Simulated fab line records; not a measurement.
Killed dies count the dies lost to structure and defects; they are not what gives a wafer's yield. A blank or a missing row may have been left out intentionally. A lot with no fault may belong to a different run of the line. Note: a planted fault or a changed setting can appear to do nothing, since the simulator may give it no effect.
What tool caused it? || flow berkeley_cmos170 || Sampling: 14 lots, 42 wafers, 4 of 331 route steps

== WHAT THE GAUGES READ, wafer by wafer ==
UCB170_GATE_OVL_MEAS_13. Usual: GATE_OVL typically reads -3 nm, with standard deviation 5.
{"lot": "L615", "measured": "day 6 14:29", "on": "overlay-01", "GATE_OVL (nm)": "-6 -2 1", "flag": ""}
{"lot": "L617", "measured": "day 7 03:05", "on": "overlay-02", "GATE_OVL (nm)": "-10 -14 -4", "flag": ""}
{"lot": "L616", "measured": "day 7 03:21", "on": "overlay-01", "GATE_OVL (nm)": "-3 -2 -3", "flag": ""}
{"lot": "L619", "measured": "day 7 21:23", "on": "overlay-01", "GATE_OVL (nm)": "-2 -2 -5", "flag": ""}
{"lot": "L621", "measured": "day 8 03:02", "on": "overlay-01", "GATE_OVL (nm)": "-4 -2 -3", "flag": ""}
{"lot": "L622", "measured": "day 8 13:45", "on": "overlay-02", "GATE_OVL (nm)": "0 -4 0", "flag": ""}
{"lot": "L623", "measured": "day 8 20:17", "on": "overlay-01", "GATE_OVL (nm)": "-7 -7 -4", "flag": ""}
{"lot": "L624", "measured": "day 8 20:32", "on": "overlay-02", "GATE_OVL (nm)": "2 0 -1", "flag": ""}
{"lot": "L626", "measured": "day 9 13:34", "on": "overlay-02", "GATE_OVL (nm)": "-12 -11 -6", "flag": ""}
{"lot": "L628", "measured": "day 10 02:58", "on": "overlay-01", "GATE_OVL (nm)": "4 -11 -8", "flag": ""}
{"lot": "L633", "measured": "day 10 16:41", "on": "overlay-02", "GATE_OVL (nm)": "-7 -10 0", "flag": ""}
{"lot": "L631", "measured": "day 10 17:14", "on": "overlay-02", "GATE_OVL (nm)": "-7 -4 -1", "flag": ""}
{"lot": "L634", "measured": "day 11 02:15", "on": "overlay-02", "GATE_OVL (nm)": "6 -6 -9", "flag": ""}
{"lot": "L635", "measured": "day 11 02:30", "on": "overlay-01", "GATE_OVL (nm)": "-2 2 -1", "flag": ""}

UCB170_NSD_CD_MEAS_06: target cd 1200 nm. Usual: 1200.1 nm for cd_nm, sd 1.3.
{"lot": "L615", "measured": "day 7 07:59", "on": "cd_sem-01", "cd_nm (nm)": "1200.3 1199.1 1198.2", "flag": ""}
{"lot": "L617", "measured": "day 7 14:39", "on": "cd_sem-02", "cd_nm (nm)": "1198.1 1199.1 1200.0", "flag": ""}
{"lot": "L616", "measured": "day 7 14:22", "on": "cd_sem-01", "cd_nm (nm)": "1199.6 1199.7 1200.0", "flag": ""}
{"lot": "L619", "measured": "day 8 09:27", "on": "cd_sem-02", "cd_nm (nm)": "1200.8 1199.9 1200.0", "flag": ""}
{"lot": "L621", "measured": "day 8 15:28", "on": "cd_sem-02", "cd_nm (nm)": "1199.6 1199.8 1200.0", "flag": ""}
{"lot": "L622", "measured": "day 9 03:18", "on": "cd_sem-02", "cd_nm (nm)": "1199.6 1200.3 1200.8", "flag": ""}
{"lot": "L623", "measured": "day 9 09:38", "on": "cd_sem-01", "cd_nm (nm)": "1199.0 1199.5 1199.6", "flag": ""}
{"lot": "L624", "measured": "day 9 09:55", "on": "cd_sem-02", "cd_nm (nm)": "1204.1 1202.2 1205.1", "flag": ""}
{"lot": "L626", "measured": "day 10 04:45", "on": "cd_sem-01", "cd_nm (nm)": "1200.8 1200.4 1199.6", "flag": ""}
{"lot": "L628", "measured": "day 10 14:26", "on": "cd_sem-01", "cd_nm (nm)": "1198.2 1197.8 1197.8", "flag": ""}
{"lot": "L633", "measured": "day 11 06:26", "on": "cd_sem-02", "cd_nm (nm)": "1200.0 1200.7 1201.8", "flag": ""}
{"lot": "L631", "measured": "day 11 06:22", "on": "cd_sem-01", "cd_nm (nm)": "1201.4 1201.7 1201.3", "flag": ""}
{"lot": "L634", "measured": "day 11 16:56", "on": "cd_sem-02", "cd_nm (nm)": "1201.6 1200.8 1199.9", "flag": ""}
{"lot": "L635", "measured": "day 11 17:17", "on": "cd_sem-01", "cd_nm (nm)": "1200.5 1199.8 1199.5", "flag": ""}

UCB170_M3_BOW_MEAS_20. Usual: M3_BOW typically reads 35 um, with standard deviation 6.5.
{"lot": "L615", "measured": "day 8 08:52", "on": "film_metro-01", "M3_BOW (um)": "47 39 27", "flag": ""}
{"lot": "L617", "measured": "day 8 17:14", "on": "film_metro-01", "M3_BOW (um)": "39 38 27", "flag": ""}
{"lot": "L616", "measured": "day 8 16:55", "on": "film_metro-02", "M3_BOW (um)": "32 29 27", "flag": ""}
{"lot": "L619", "measured": "day 9 11:47", "on": "film_metro-02", "M3_BOW (um)": "46 40 33", "flag": ""}
{"lot": "L621", "measured": "day 9 18:03", "on": "film_metro-02", "M3_BOW (um)": "39 40 35", "flag": ""}
{"lot": "L622", "measured": "day 10 07:18", "on": "film_metro-02", "M3_BOW (um)": "31 25 26", "flag": ""}
{"lot": "L623", "measured": "day 10 13:38", "on": "film_metro-01", "M3_BOW (um)": "27 26 32", "flag": ""}
{"lot": "L624", "measured": "day 10 13:22", "on": "film_metro-04", "M3_BOW (um)": "27 40 27", "flag": ""}
{"lot": "L626", "measured": "day 11 12:14", "on": "film_metro-04", "M3_BOW (um)": "51 28 39", "flag": ""}
{"lot": "L628", "measured": "day 11 17:17", "on": "film_metro-01", "M3_BOW (um)": "34 38 40", "flag": ""}
{"lot": "L633", "measured": "day 12 10:56", "on": "film_metro-02", "M3_BOW (um)": "34 40 33", "flag": ""}
{"lot": "L631", "measured": "day 12 11:01", "on": "film_metro-04", "M3_BOW (um)": "28 34 45", "flag": ""}
{"lot": "L634", "measured": "day 12 18:20", "on": "film_metro-04", "M3_BOW (um)": "41 37 29", "flag": ""}
{"lot": "L635", "measured": "day 12 20:37", "on": "film_metro-02", "M3_BOW (um)": "53 34 22", "flag": ""}

== EACH LOT AND THE TOOL THAT RAN IT (in order: tool; ch and the chambers of the sampled wafers; start) ==
{"lot": "L615", "UCB170_M3_PEB_13": "litho_track-03 ch 0, day 8 07:59"}
{"lot": "L617", "UCB170_M3_PEB_13": "litho_track-01 ch 0, day 8 16:22"}
{"lot": "L616", "UCB170_M3_PEB_13": "litho_track-01 ch 0, day 8 16:02"}
{"lot": "L619", "UCB170_M3_PEB_13": "litho_track-03 ch 0, day 9 10:52"}
{"lot": "L621", "UCB170_M3_PEB_13": "litho_track-02 ch 0, day 9 17:10"}
{"lot": "L622", "UCB170_M3_PEB_13": "litho_track-03 ch 0, day 10 06:25"}
{"lot": "L623", "UCB170_M3_PEB_13": "litho_track-03 ch 0, day 10 12:46"}
{"lot": "L624", "UCB170_M3_PEB_13": "litho_track-02 ch 0, day 10 12:29"}
{"lot": "L626", "UCB170_M3_PEB_13": "litho_track-03 ch 0, day 11 11:22"}
{"lot": "L628", "UCB170_M3_PEB_13": "litho_track-02 ch 0, day 11 16:23"}
{"lot": "L633", "UCB170_M3_PEB_13": "litho_track-01 ch 0, day 12 10:04"}
{"lot": "L631", "UCB170_M3_PEB_13": "litho_track-02 ch 0, day 12 10:08"}
{"lot": "L634", "UCB170_M3_PEB_13": "litho_track-03 ch 0, day 12 17:26"}
{"lot": "L635", "UCB170_M3_PEB_13": "litho_track-01 ch 0, day 12 19:43"}
- UCB170_M3_PEB_13

== WHAT THE TOOLS THEMSELVES READ (means of the sampled wafers that have a number; where no wafer has one, the mark that the record gives instead) ==
UCB170_M3_PEB_13. Usual: 56.80 W for heater_power_total_W, sd 0.045.
{"lot": "L615", "tool": "litho_track-03", "heater_power_total_W (W)": 56.78, "flag": ""}
{"lot": "L617", "tool": "litho_track-01", "heater_power_total_W (W)": 56.75, "flag": ""}
{"lot": "L616", "tool": "litho_track-01", "heater_power_total_W (W)": 56.80, "flag": ""}
{"lot": "L619", "tool": "litho_track-03", "heater_power_total_W (W)": 56.78, "flag": ""}
{"lot": "L621", "tool": "litho_track-02", "heater_power_total_W (W)": 56.77, "flag": ""}
{"lot": "L622", "tool": "litho_track-03", "heater_power_total_W (W)": 56.79, "flag": ""}
{"lot": "L623", "tool": "litho_track-03", "heater_power_total_W (W)": 56.78, "flag": ""}
{"lot": "L624", "tool": "litho_track-02", "heater_power_total_W (W)": 56.81, "flag": ""}
{"lot": "L626", "tool": "litho_track-03", "heater_power_total_W (W)": 56.81, "flag": ""}
{"lot": "L628", "tool": "litho_track-02", "heater_power_total_W (W)": 57.19, "flag": "OFF"}
{"lot": "L633", "tool": "litho_track-01", "heater_power_total_W (W)": 56.81, "flag": ""}
{"lot": "L631", "tool": "litho_track-02", "heater_power_total_W (W)": 57.24, "flag": "OFF"}
{"lot": "L634", "tool": "litho_track-03", "heater_power_total_W (W)": 56.77, "flag": ""}
{"lot": "L635", "tool": "litho_track-01", "heater_power_total_W (W)": 56.79, "flag": ""}

== THE ANSWER, worked out from the rows above alone ==
Rule: a lot counts as off when the mean over its wafers that have a number is more than 3 standard deviations away from the usual mean. A lot without any number at a reading at which 4 lots or more have one is off too. All remaining lots with rows at the step are treated as sound. The gauges are gone through in route order, then the tools' own readings, and for those a lot's mean is taken as printed above. The first step at which some lot is off is used, and at that step the reading that is off furthest; a lot without a number counts as furthest.
Off: L628, L631 (UCB170_M3_PEB_13, heater_power_total_W).
A tool fits if, at that step or a process step before it, it ran every lot that is off, and no sound lot after the first of them. One candidate fits, namely litho_track-02 at UCB170_M3_PEB_13. Its last sound lot is L624 (day 10 12:29), its first lot that is off L628 (day 11 16:23): a fault that began between those two fits.
The tool's own readings at UCB170_M3_PEB_13 bear it out: on the lots that are off they differ by more than 5 times the standard deviation of the sound lots' means. heater_power_total_W reads 57.22 W there against 56.79 W on the sound lots.

== WHAT HAD BEEN PUT IN BY THE SIMULATOR ==
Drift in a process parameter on litho_track-02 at UCB170_M3_PEB_13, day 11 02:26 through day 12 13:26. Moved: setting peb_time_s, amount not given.
Lots struck among those shown: L628, L631. This agrees with what the rule above found.
